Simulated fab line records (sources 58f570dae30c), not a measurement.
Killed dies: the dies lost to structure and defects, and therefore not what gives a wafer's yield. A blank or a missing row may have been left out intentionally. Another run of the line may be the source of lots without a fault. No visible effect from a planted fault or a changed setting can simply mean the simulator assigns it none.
Chamber matching | flow berkeley cmos170 | UCB170_V1_CVD_00 on pecvd-01 has 3 sister chambers
The step deposits SiO2 from TEOS/O2, target thk 2000 nm, time 260.8 s. 3 wafers are shown with their chamber, then 7 later ones without.

## WAFERS WITH THEIR CHAMBER
wafer  | chamber | heater power w (W)
L081.4 | 2       | 185
L088.2 | 1       | 253
L088.3 | 0       | 226

## WAFERS WITH NO CHAMBER GIVEN
wafer  | heater power w (W)
L088.5 | 315
L091.2 | 258
L091.3 | 286
L091.6 | 223
L090.3 | 189
L090.4 | 227
L090.5 | 266

## EACH ONE'S CHAMBER
wafer  | from the rows above          | in truth
L088.5 | can't be placed: 1 or 0      | 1
L091.2 | can't be placed: 1 or 0      | 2
L091.3 | can't be placed: 1 or 0      | 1
L091.6 | can't be placed: 0 or 1 or 2 | 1
L090.3 | can't be placed: 2 or 0      | 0
L090.4 | can't be placed: 0 or 1 or 2 | 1
L090.5 | can't be placed: 1 or 0      | 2
Placed correctly: 0 of 7. Can't be placed from these rows: 7 (the true chamber is among the candidates in 5). 0 placed wrongly.
How it was worked out, from the rows above alone: a wafer's distance from a chamber is the root of the sum, over the readings, of the square of ((its reading less the chamber's mean) divided by the reading's scatter). If the next closest chamber is less than 2 further off than the closest, the wafer can't be placed; otherwise it belongs to the closest. For every chamber, the mean is computed from those of its wafers that are shown. The scatter: root of mean squared gap, hidden wafer to nearest shown wafer, with one shown wafer a chamber.
